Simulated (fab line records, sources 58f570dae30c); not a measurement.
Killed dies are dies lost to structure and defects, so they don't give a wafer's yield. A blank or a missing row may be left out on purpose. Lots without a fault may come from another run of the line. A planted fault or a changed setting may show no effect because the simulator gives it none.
Which tool did it? | flow berkeley_cmos170 | 7 lots, 21 wafers sampled, at 1 step of a route of 331

WHAT THE GAUGES READ, wafer by wafer
UCB170_START_THK_MEAS_03.
lot  | measured    | on            | START_OXIDE_THK (nm)
L411 | day 1 22:07 | film_metro-02 | 19.3 19.1 19.4
L413 | day 2 11:34 | film_metro-04 | 19.6 19.5 19.5
L415 | day 2 22:13 | film_metro-01 | 20.8 20.3 20.4
L419 | day 3 18:49 | film_metro-04 | 20.5 20.7 20.9
L425 | day 5 02:02 | film_metro-04 | 20.0 20.3 20.0
L430 | day 5 22:25 | film_metro-02 | 19.4 20.1 19.6
L432 | day 6 06:43 | film_metro-04 | 20.2 19.9 19.7

WHICH TOOL RAN EACH LOT (tool, then ch and the chambers of the sampled wafers, then the start)
The record holds no process step before these readings.

THE ANSWER, worked out from the rows above alone
Rule: what is usual is taken from the lots themselves. Put in order of their means at a reading, lots are off if they are a third of the lots or fewer, leave a main group of 4 or more, and stand apart from it by a gap of 3 or more times the standard deviation of the main group's means; of several such gaps the widest counts. A main group whose means are all the same, to the digits that the tables above print for the reading, isn't used. A lot without any number at a reading at which 4 lots or more have one is off too. The other lots that the step has rows for count as sound.
No lot is off at any reading shown: from this, nothing can be told.

WHAT THE SIMULATOR HAD PUT IN
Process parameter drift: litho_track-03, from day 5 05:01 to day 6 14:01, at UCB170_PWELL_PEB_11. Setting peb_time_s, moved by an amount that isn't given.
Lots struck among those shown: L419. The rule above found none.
